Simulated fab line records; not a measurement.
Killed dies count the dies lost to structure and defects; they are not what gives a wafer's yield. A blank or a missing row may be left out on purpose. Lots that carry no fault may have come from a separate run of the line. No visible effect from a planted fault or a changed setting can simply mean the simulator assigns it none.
A lot that was struck, set against a sound lot ; flow berkeleyCmos170 ; 38 out of 331 route steps
Sound: wafers L130.2, L130.5, L130.6. Wafers L125.2, L125.3, L125.4 were the ones struck. The cause is named last.
Each step with rows lists, per side, the tool, then ch with its chambers, then its first start. Under that, the readings that differ: sound wafers ; struck wafers ; difference of the means ; sigmas: that difference in standard deviations of wafers without a fault.
alike: same words and numbers on both sides, and readings whose means sit less than 2 such deviations apart. not compared: any withheld reading, any reading some wafer has no value for, any bound like >300 that may hide the same value, and any number with overlapping values for which the record gives no deviation.
Wherever a step has rows on one side only, a row that says differs or no value, or a row with sigmas, the two part there. Numbers that have no deviation but don't overlap get no sigmas and don't part them. A reading missing from all wafers of one side parts the sides only when that side holds two or more wafers.

UCB170_SPACER_CVD_00: deposits SiO2 from TEOS/O2, target thk 376 nm, time 47 s.
  sound on pecvd-02 ch 0,1,2, day 12 09:22; struck on pecvd-03 ch 1,2, day 11 13:12
  alike: heaterPowerW, pressureMtorr
UCB170_SPACER_THK_MEAS_01:
  struck on filmMetro-02, day 11 13:15; sound on filmMetro-02, day 12 09:25
  alike: SPACER_TEOS_THK
then, 1 step without rows for these wafers: UCB170_SPACER_ANNEAL_02 (time 1800 s).
UCB170_SPACER_ETCHBACK_03: etches SiO2 in CHF3/CF4/Ar, stops on Si, target depth 376 nm, time 100 s.
  sound on rieDiel-03 ch 2,3, day 12 14:43; struck on rieDiel-04 ch 0,1,3, day 11 21:35
  alike: CHF3_flow_sccm, drypumpMotorCurrentA, mfcArSccm, oesProductAu, throttleValvePct
  not compared: rfHoursCounterH
then, 6 steps without rows for these wafers: UCB170_PSD_HMDS_00 (prime time 60 s); UCB170_PSD_COAT_01 (resist thk 900 nm); UCB170_PSD_SOFTBAKE_02 (time 60 s); UCB170_PSD_EXPOSE_03 (exposes mask PSELECT MOD, target cd 1200 nm); UCB170_PSD_PEB_04; UCB170_PSD_DEVELOP_05 (develop time 45 s).
UCB170_PSD_CD_MEAS_06: the cd target is 1200 nm.
  struck on cdSem-01, day 11 22:43; sound on cdSem-01, day 12 16:20
  alike: cdNm
UCB170_PSD_OVL_MEAS_07:
  struck on overlay-01, day 11 22:50; sound on overlay-02, day 12 16:26
  alike: PSD_OVL
UCB170_PSD_IMPLANT_08:
  sound on implanter-03 ch 0, day 12 16:29; struck on implanter-04 ch 0, day 11 23:12
  alike: beamEnergyKeV, doseIonsCm2
UCB170_PSD_STRIP_09: strips in O2.
  sound on plasmaAsher-03 ch 0,1, day 12 16:37; struck on plasmaAsher-02 ch 0,1, day 11 23:19
reading;sound;struck;difference;sigmas
oesProductAu (a.u.);0.605 0.602 0.607;0.524 0.523 0.524;-0.081;-18
stripTimeToEndpointS (s);29.32 29.32 29.38;37.50 37.52 37.54;+8.18;+95
  alike: drypumpMotorCurrentA
  not compared: rfHoursCounterH
UCB170_PSD_TW_MEAS_10:
  struck on filmMetro-01, day 11 23:26; sound on filmMetro-01, day 12 16:44
reading;sound;struck;difference;sigmas
PSD_TW;2362 2377 2369;2888 2891 2903;+525;+28
then, 7 steps without rows for these wafers: UCB170_PSD_CLEAN_11 (cleans in SPM, time 600 s); UCB170_NSD_HMDS_00 (prime time 60 s); UCB170_NSD_COAT_01 (resist thk 900 nm); UCB170_NSD_SOFTBAKE_02 (time 60 s); UCB170_NSD_EXPOSE_03 (exposes mask NSELECT MOD, target cd 1200 nm); UCB170_NSD_PEB_04; UCB170_NSD_DEVELOP_05 (develop time 45 s).
UCB170_NSD_CD_MEAS_06: the cd target is 1200 nm.
  struck on cdSem-02, day 12 01:02; sound on cdSem-02, day 12 18:09
  alike: cdNm
UCB170_NSD_OVL_MEAS_07:
  struck on overlay-01, day 12 01:08; sound on overlay-02, day 12 18:16
  alike: NSD_OVL
then, 2 steps without rows for these wafers: UCB170_NSD_IMPLANT_08; UCB170_NSD_STRIP_09 (strips in O2).
UCB170_NSD_TW_MEAS_10:
  struck on filmMetro-03, day 12 01:26; sound on filmMetro-03, day 12 18:33
  alike: NSD_TW
then, 4 steps without rows for these wafers: UCB170_NSD_CLEAN_11 (cleans in SPM, time 600 s); UCB170_BACKSIDE_HMDS_00 (prime time 60 s); UCB170_BACKSIDE_COAT_01 (resist thk 900 nm); UCB170_BACKSIDE_SOFTBAKE_02 (time 60 s).
UCB170_BACKSIDE_STRIP_03: strips in O2.
  sound on plasmaAsher-04 ch 0,1, day 12 19:36; struck on plasmaAsher-02 ch 0,1, day 12 02:16
  alike: drypumpMotorCurrentA, oesProductAu, stripTimeToEndpointS
  not compared: rfHoursCounterH
then, 1 step without rows for these wafers: UCB170_BACKSIDE_CLEAN_04 (cleans in SPM, time 600 s).
UCB170_SDANNEAL_RTA_00: time 10 s.
  sound on rtpAnneal-01 ch 0, day 12 19:53; struck on rtpAnneal-02 ch 0, day 12 02:33
reading;sound;struck;difference;sigmas
lampPowerPct (%);26.4 26.4 26.4;24.8 24.8 24.8;-1.6;-2
  alike: wafer_temp_C_max
UCB170_SDANNEAL_RTA_01: time 5 s.
  sound on rtpAnneal-01 ch 0, day 12 19:57; struck on rtpAnneal-02 ch 0, day 12 02:37
reading;sound;struck;difference;sigmas
lampPowerPct (%);40.8 40.8 40.8;38.3 38.3 38.3;-2.5;-2
wafer_temp_C_max;1053.1 1053.6 1052.6;1054.8 1055.0 1055.6;+2.0;+2
UCB170_SDANNEAL_RS_MEAS_02: the measuring method here is four-point-probe.
  struck on filmMetro-03, day 12 02:41; sound on filmMetro-03, day 12 20:01
reading;sound;struck;difference;sigmas
PSD_RS (ohm/sq);75.5 75.8 75.4;53.7 53.6 53.6;-21.9;-66
UCB170_SDANNEAL_RS_MEAS_03: the measuring method here is four-point-probe.
  struck on filmMetro-03, day 12 02:48; sound on filmMetro-03, day 12 20:08
  alike: NSD_RS
UCB170_M3_PROBE_99:
  the record has rows for the sound wafers here (prober-01, day 13 17:17) and none for the struck ones

## WHERE THEY PART
Last at UCB170_M3_PROBE_99 as far as this record goes, first at UCB170_PSD_STRIP_09.

WHY: the cause the simulator had injected
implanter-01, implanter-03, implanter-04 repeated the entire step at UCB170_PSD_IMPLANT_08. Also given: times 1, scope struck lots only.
